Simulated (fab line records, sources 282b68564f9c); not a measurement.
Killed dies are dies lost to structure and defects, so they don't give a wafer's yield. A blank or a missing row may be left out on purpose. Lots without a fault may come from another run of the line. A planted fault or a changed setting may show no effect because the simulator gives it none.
Which tool did it? | flow rit_cmos | 15 lots, 45 wafers sampled, at 2 steps of a route of 202

WHAT THE GAUGES READ, wafer by wafer
RIT_REOX_THK_MEAS_04.
lot  | measured    | on            | REOX_OXIDE_THK (nm)
L522 | day 3 00:34 | film_metro-02 | 24.4 24.2 24.8
L523 | day 3 00:34 | film_metro-03 | 24.3 24.3 24.3
L524 | day 3 14:11 | film_metro-01 | 24.9 25.2 25.2
L525 | day 3 14:11 | film_metro-03 | 25.0 25.2 24.9
L526 | day 4 00:25 | film_metro-02 | 24.5 24.3 24.3
L527 | day 4 06:02 | film_metro-03 | 24.2 24.0 23.9
L528 | day 4 12:41 | film_metro-02 | 23.6 23.8 23.6
L529 | day 4 14:53 | film_metro-02 | 25.1 25.3 24.8
L530 | day 4 14:53 | film_metro-03 | 24.8 24.7 24.8
L532 | day 5 00:19 | film_metro-01 | 25.1 25.0 25.2
L535 | day 5 14:21 | film_metro-02 | 27.4 27.7 28.2
L537 | day 5 23:53 | film_metro-02 | 27.9 27.3 27.3
L540 | day 6 12:04 | film_metro-01 | 28.0 27.6 27.4
L544 | day 7 15:37 | film_metro-03 | 25.1 24.4 24.7
L545 | day 7 19:29 | film_metro-02 | 25.9 25.3 25.4

WHICH TOOL RAN EACH LOT (tool, then ch and the chambers of the sampled wafers, then the start)
lot  | RIT_REOX_OXIDATION_03
L522 | furnace-01 ch 0, day 2 22:01
L523 | furnace-01 ch 0, day 2 22:01
L524 | furnace-03 ch 0, day 3 11:38
L525 | furnace-03 ch 0, day 3 11:38
L526 | furnace-01 ch 0, day 3 21:52
L527 | furnace-01 ch 0, day 4 03:29
L528 | furnace-01 ch 0, day 4 10:07
L529 | furnace-03 ch 0, day 4 12:20
L530 | furnace-03 ch 0, day 4 12:20
L532 | furnace-04 ch 0, day 4 21:44
L535 | furnace-03 ch 0, day 5 11:47
L537 | furnace-03 ch 0, day 5 21:20
L540 | furnace-03 ch 0, day 6 09:31
L544 | furnace-01 ch 0, day 7 13:03
L545 | furnace-01 ch 0, day 7 16:55
- RIT_REOX_OXIDATION_03: target thk 25.2 nm, ox time 5580 s.

WHAT THE TOOLS THEMSELVES READ (means of the sampled wafers that have a number; where no wafer has one, the mark that the record gives instead)
RIT_REOX_OXIDATION_03.
lot  | tool       | spike_tc_centre_C (C) | spike_tc_load_C (C) | spike_tc_source_C (C)
L522 | furnace-01 | 900.4                 | 927.4               | 923.7
L523 | furnace-01 | 900.1                 | 927.3               | 923.3
L524 | furnace-03 | 904.7                 | 928.7               | 923.8
L525 | furnace-03 | 905.3                 | 928.4               | 923.7
L526 | furnace-01 | 899.3                 | 928.0               | 923.0
L527 | furnace-01 | 900.5                 | 928.3               | 923.0
L528 | furnace-01 | 899.9                 | 928.2               | 923.9
L529 | furnace-03 | 905.8                 | 929.7               | 923.6
L530 | furnace-03 | 904.5                 | 928.8               | 923.3
L532 | furnace-04 | 901.8                 | 924.8               | 928.2
L535 | furnace-03 | 915.6                 | 939.5               | 934.4
L537 | furnace-03 | 914.3                 | 938.9               | 933.2
L540 | furnace-03 | 914.7                 | 939.3               | 932.7
L544 | furnace-01 | 900.5                 | 928.0               | 922.4
L545 | furnace-01 | 900.2                 | 927.8               | 923.9

THE ANSWER, worked out from the rows above alone
Rule: what is usual is taken from the lots themselves. Put in order of their means at a reading, lots are off if they are a third of the lots or fewer, leave a main group of 4 or more, and stand apart from it by a gap of 3 or more times the standard deviation of the main group's means; of several such gaps the widest counts. A main group whose means are all the same, to the digits that the tables above print for the reading, isn't used. A lot without any number at a reading at which 4 lots or more have one is off too. The other lots that the step has rows for count as sound. The gauges are gone through in route order, then the tools' own readings, and for those a lot's mean is taken as printed above. The first step at which some lot is off is used, and at that step the reading that is off furthest; a lot without a number counts as furthest.
Off: L535, L537, L540, at RIT_REOX_THK_MEAS_04 (REOX_OXIDE_THK). The main group: mean 24.7 nm, standard deviation 0.51.
A tool fits if, at a process step before that reading, it ran every lot that is off, and no sound lot after the first of them. The gauges at RIT_REOX_THK_MEAS_04 aren't tried: what is off there is off at RIT_REOX_OXIDATION_03 too, on other tools, and a gauge's error can't cause that. One fits: furnace-03 at RIT_REOX_OXIDATION_03. Its last sound lot is L529 (day 4 12:20), its first lot that is off L535 (day 5 11:47): a fault that began between those two fits.
The tool's own readings at RIT_REOX_OXIDATION_03 bear it out: on the lots that are off they differ by more than 5 times the standard deviation of the sound lots' means. spike_tc_centre_C reads 914.9 C there against 901.9 C on the sound lots; spike_tc_load_C reads 939.2 C there against 928.0 C on the sound lots; spike_tc_source_C reads 933.4 C there against 923.8 C on the sound lots.

WHAT THE SIMULATOR HAD PUT IN
Process parameter drift: furnace-03, from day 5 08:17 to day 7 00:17, at RIT_REOX_OXIDATION_03. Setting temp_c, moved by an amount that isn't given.
Lots struck among those shown: L535, L537, L540. The rule above found the same.
